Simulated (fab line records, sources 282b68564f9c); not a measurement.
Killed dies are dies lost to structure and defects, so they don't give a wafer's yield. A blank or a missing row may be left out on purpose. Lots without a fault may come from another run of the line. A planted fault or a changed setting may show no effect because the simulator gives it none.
Split-lot experiment | flow rit_cmos | 5 lots, 23 wafers read, on a route of 202 steps

THE SPLIT
At RIT_CONTACT_COAT_03 (resist thk 1000 nm), the setting resist_thk_nm was moved away from the recipe's 1000 nm on 6 of the 23 wafers read, by -5.4% to +2.1%. The other wafers ran this setting at the recipe's value.

FROM THE SPLIT TO THE READING: what the file shows between them, 1 step
- RIT_CONTACT_DEVELOP_07: develop time 120 s (also split here: develop_time_s)

THE READING
NOVOLAK_of_CONTACT_COAT_03.thk_nm (the simulator's own value, which no gauge read), in nm, at RIT_CONTACT_HARDBAKE_10 (time 60 s). The file gives no usual value for it. The 17 wafers here that ran the recipe average 884.4 nm, standard deviation 1.5 nm.

wafer  | tool, chamber at the split | resist_thk_nm as run, nm | against the recipe | NOVOLAK_of_CONTACT_COAT_03.thk_nm, nm | against lot-mates on the recipe
L074.1 | litho_track-03, 0          | 1000                     | recipe             | 883.6                                 | -
L074.2 | litho_track-03, 0          | 1000                     | recipe             | 885.3                                 | -
L074.3 | litho_track-03, 0          | 946                      | -5.4%              | 835.7                                 | -48.2
L074.4 | litho_track-03, 0          | 1000                     | recipe             | 882.7                                 | -
L074.6 | litho_track-03, 0          | 946                      | -5.4%              | 836.3                                 | -47.6
L076.1 | litho_track-04, 0          | 1000                     | recipe             | 883.7                                 | -
L076.2 | litho_track-04, 0          | 1000                     | recipe             | 882.8                                 | -
L076.3 | litho_track-04, 0          | 945.7                    | -5.4%              | 836.3                                 | -47.3
L076.5 | litho_track-04, 0          | 1000                     | recipe             | 884.4                                 | -
L076.6 | litho_track-04, 0          | 945.7                    | -5.4%              | 838.7                                 | -44.9
L080.2 | litho_track-03, 0          | 1000                     | recipe             | 886.1                                 | -
L080.3 | litho_track-03, 0          | 1000                     | recipe             | 886                                   | -
L080.6 | litho_track-03, 0          | 1000                     | recipe             | 886.4                                 | -
L083.1 | litho_track-03, 0          | 1000                     | recipe             | 884.2                                 | -
L083.6 | litho_track-03, 0          | 1000                     | recipe             | 884.2                                 | -
L083.2 | litho_track-03, 0          | 1000                     | recipe             | 887.9                                 | -
L083.3 | litho_track-03, 0          | 1000                     | recipe             | 884.5                                 | -
L083.5 | litho_track-03, 0          | 1000                     | recipe             | 881.6                                 | -
L084.2 | litho_track-02, 0          | 1021                     | +2.1%              | 901                                   | +17.4
L084.3 | litho_track-02, 0          | 1000                     | recipe             | 883.3                                 | -
L084.4 | litho_track-02, 0          | 1000                     | recipe             | 884.2                                 | -
L084.5 | litho_track-02, 0          | 1021                     | +2.1%              | 903.1                                 | +19.5
L084.6 | litho_track-02, 0          | 1000                     | recipe             | 883.2                                 | -

THE FIT
A straight line over all 23 wafers: NOVOLAK_of_CONTACT_COAT_03.thk_nm changes by +8.75 nm for each +1% of resist_thk_nm; r = +1.00; the points scatter about the line by 1.5 nm.
The same after taking each lot's own level away (the mean of its wafers on the recipe; 23 wafers): +8.69 nm for each +1%; r = +1.00; scatter 1.3 nm.
On that fit, the largest move of resist_thk_nm shifts the reading by 47 nm.
The lots' own levels span 883.57 to 886.17 nm, that is 1.7 times the standard deviation above.
So the lot-to-lot level changes the slope little: the two slopes agree.
Check: with one of the wafers moved furthest among these (-5.4%) left out of the fit, the line predicts -47.1 nm for it against its lot-mates. It came out at -47.3 nm against them.

OTHER SPLITS ON THESE WAFERS
These wafers also went through other splits before the reading. Each is held against what the fit with the lots' levels taken away leaves over:
other split on the same wafers        | wafers away from the commonest value | r with NOVOLAK_of_CONTACT_COAT_03.thk_nm (lot level and that fit taken away)
RIT_PSD_HARDBAKE_07 temp_c            | 4                                    | -0.02
RIT_CONTACT_DEVELOP_07 develop_time_s | 6                                    | +0.02

THE WHOLE CHAIN: every reading that the file lists as answering this split, in the file's order
step                    | what it does       | reading                                                                            | change (the file's fit)              | r (the file's)
RIT_CONTACT_COAT_03     | resist thk 1000 nm | NOVOLAK_of_CONTACT_COAT_03.thk_nm (the simulator's own value, which no gauge read) | +9.94 nm for each +1% of the setting | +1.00
RIT_CONTACT_HARDBAKE_10 | time 60 s          | NOVOLAK_of_CONTACT_COAT_03.thk_nm (the simulator's own value, which no gauge read) | +8.69 nm for each +1% of the setting | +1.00

THE FILE'S OWN FIT
NOVOLAK_of_CONTACT_COAT_03.thk_nm changes by +8.69 nm for each +1% of resist_thk_nm, r = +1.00.
